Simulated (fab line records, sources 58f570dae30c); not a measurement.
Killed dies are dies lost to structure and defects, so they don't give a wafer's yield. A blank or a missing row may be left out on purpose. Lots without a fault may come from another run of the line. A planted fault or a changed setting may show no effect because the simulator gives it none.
Which tool did it? | flow berkeley_cmos170 | 11 lots, 33 wafers sampled, at 5 steps of a route of 331

WHAT THE GAUGES READ, wafer by wafer
UCB170_PFIELD_OVL_MEAS_06. Usual: PFIELD_OVL -3 nm, standard deviation 4.9.
lot  | measured    | on         | PFIELD_OVL (nm) | flag
L584 | day 4 00:35 | overlay-02 | -7 -8 -10       |
L585 | day 4 07:05 | overlay-01 | -2 -7 -2        |
L586 | day 5 00:05 | overlay-01 | -3 1 1          |
L587 | day 5 02:44 | overlay-01 | -5 -5 -6        |
L588 | day 5 03:00 | overlay-01 | -5 -5 -6        |
L597 | day 7 02:16 | overlay-01 | 1 2 2           |
L599 | day 7 09:21 | overlay-01 | 6 10 7          |
L602 | day 7 21:05 | overlay-01 | -3 3 -3         |
L603 | day 8 12:58 | overlay-01 | 5 0 0           |
L605 | day 8 21:26 | overlay-02 | -1 -5 -6        |
L606 | day 9 06:14 | overlay-01 | -5 -4 6         |

UCB170_SDANNEAL_RS_MEAS_03: measures by four-point-probe. Usual: NSD_RS 37.24 ohm/sq, standard deviation 0.082.
lot  | measured     | on            | NSD_RS (ohm/sq)   | flag
L584 | day 6 06:19  | film_metro-04 | 37.28 37.46 37.29 |
L585 | day 6 19:03  | film_metro-03 | 37.15 37.14 37.12 |
L586 | day 7 06:59  | film_metro-04 | 37.22 37.13 37.24 |
L587 | day 7 06:11  | film_metro-04 | 37.32 37.31 37.29 |
L588 | day 7 06:43  | film_metro-03 | 37.38 37.32 37.31 |
L597 | day 10 09:53 | film_metro-04 | 37.31 37.24 37.36 |
L599 | day 10 10:14 | film_metro-01 | 37.38 37.31 37.29 |
L602 | day 10 10:31 | film_metro-04 | 37.31 37.18 37.23 |
L603 | day 11 11:33 | film_metro-01 | 37.19 37.27 37.30 |
L605 | day 11 10:17 | film_metro-04 | 37.20 37.31 37.27 |
L606 | day 11 10:59 | film_metro-03 | 37.15 37.16 37.01 |

UCB170_V1_OVL_MEAS_13. Usual: V1_OVL -4 nm, standard deviation 5.2.
lot  | measured     | on         | V1_OVL (nm) | flag
L584 | day 6 20:43  | overlay-02 | -3 4 1      |
L585 | day 7 09:11  | overlay-01 | -2 0 0      |
L586 | day 7 23:18  | overlay-02 | -11 -2 0    |
L587 | day 7 22:56  | overlay-02 | -5 -12 -10  |
L588 | day 7 23:10  | overlay-01 | 0 -12 -17   |
L597 | day 11 02:40 | overlay-01 | -2 -6 -3    |
L599 | day 11 03:01 | overlay-02 | -11 -4 -6   |
L602 | day 11 03:23 | overlay-02 | -6 1 -8     |
L603 | day 12 02:40 | overlay-01 | -14 -15 -18 |
L605 | day 12 02:53 | overlay-02 | -9 -8 -8    |
L606 | day 12 02:18 | overlay-02 | 5 2 1       |

UCB170_M3_CD_MEAS_15: target cd 700 nm. Usual: cd_nm 700.0 nm, standard deviation 1.3.
lot  | measured     | on        | cd_nm (nm)        | flag
L584 | day 7 04:14  | cd_sem-01 | 698.4 699.8 700.1 |
L585 | day 7 18:08  | cd_sem-02 | 698.8 697.7 697.7 |
L586 | day 8 08:32  | cd_sem-02 | 701.0 700.3 700.8 |
L587 | day 8 08:11  | cd_sem-01 | 698.5 699.6 699.1 |
L588 | day 8 08:47  | cd_sem-02 | 700.1 700.5 701.1 |
L597 | day 11 14:07 | cd_sem-02 | 693.3 694.4 689.9 | OFF
L599 | day 11 14:35 | cd_sem-01 | 698.4 698.6 698.5 |
L602 | day 11 14:52 | cd_sem-02 | 699.4 699.4 699.0 |
L603 | day 12 12:05 | cd_sem-02 | 700.3 700.5 699.4 |
L605 | day 12 12:51 | cd_sem-02 | 699.6 699.4 699.2 |
L606 | day 12 11:49 | cd_sem-01 | 701.8 701.6 701.5 |

WHICH TOOL RAN EACH LOT (tool, then ch and the chambers of the sampled wafers, then the start)
lot  | UCB170_M3_EXPOSE_12
L584 | krf_scanner-02 ch 0, day 7 03:38
L585 | krf_scanner-02 ch 0, day 7 17:45
L586 | krf_scanner-01 ch 0, day 8 07:55
L587 | krf_scanner-01 ch 0, day 8 07:47
L588 | krf_scanner-01 ch 0, day 8 08:01
L597 | krf_scanner-02 ch 0, day 11 13:13
L599 | krf_scanner-01 ch 0, day 11 13:48
L602 | krf_scanner-01 ch 0, day 11 14:08
L603 | krf_scanner-01 ch 0, day 12 11:41
L605 | krf_scanner-01 ch 0, day 12 12:28
L606 | krf_scanner-01 ch 0, day 12 11:16
- UCB170_M3_EXPOSE_12: exposes mask METAL3, target cd 700 nm.

WHAT THE TOOLS THEMSELVES READ (means of the sampled wafers that have a number; where no wafer has one, the mark that the record gives instead)
UCB170_M3_EXPOSE_12. Usual: exposure_dose_mJ_cm2 26.085, standard deviation 0.025.
lot  | tool           | exposure_dose_mJ_cm2 | flag
L584 | krf_scanner-02 | 26.067               |
L585 | krf_scanner-02 | 26.096               |
L586 | krf_scanner-01 | 26.092               |
L587 | krf_scanner-01 | 26.107               |
L588 | krf_scanner-01 | 26.060               |
L597 | krf_scanner-02 | 25.565               | OFF
L599 | krf_scanner-01 | 26.112               |
L602 | krf_scanner-01 | 26.113               |
L603 | krf_scanner-01 | 26.098               |
L605 | krf_scanner-01 | 26.078               |
L606 | krf_scanner-01 | 26.083               |

THE ANSWER, worked out from the rows above alone
Rule: a lot is off if the mean of its wafers that have a number lies more than 3 standard deviations from the usual mean. A lot without any number at a reading at which 4 lots or more have one is off too. The other lots that the step has rows for count as sound. The gauges are gone through in route order, then the tools' own readings, and for those a lot's mean is taken as printed above. The first step at which some lot is off is used, and at that step the reading that is off furthest; a lot without a number counts as furthest.
Off: L597, at UCB170_M3_CD_MEAS_15 (cd_nm).
A tool fits if, at a process step before that reading, it ran every lot that is off, and no sound lot after the first of them. The gauges at UCB170_M3_CD_MEAS_15 aren't tried: what is off there is off at UCB170_M3_EXPOSE_12 too, on other tools, and a gauge's error can't cause that. One fits: krf_scanner-02 at UCB170_M3_EXPOSE_12. Its last sound lot is L585 (day 7 17:45), its first lot that is off L597 (day 11 13:13): a fault that began between those two fits.
The tool's own readings at UCB170_M3_EXPOSE_12 bear it out: on the lots that are off they differ by more than 5 times the standard deviation of the sound lots' means. exposure_dose_mJ_cm2 reads 25.565 there against 26.091 on the sound lots.

WHAT THE SIMULATOR HAD PUT IN
Process parameter drift: krf_scanner-02, from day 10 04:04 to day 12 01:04, at UCB170_M3_EXPOSE_12. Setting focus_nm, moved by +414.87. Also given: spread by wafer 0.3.
Lots struck among those shown: L597. The rule above found the same.
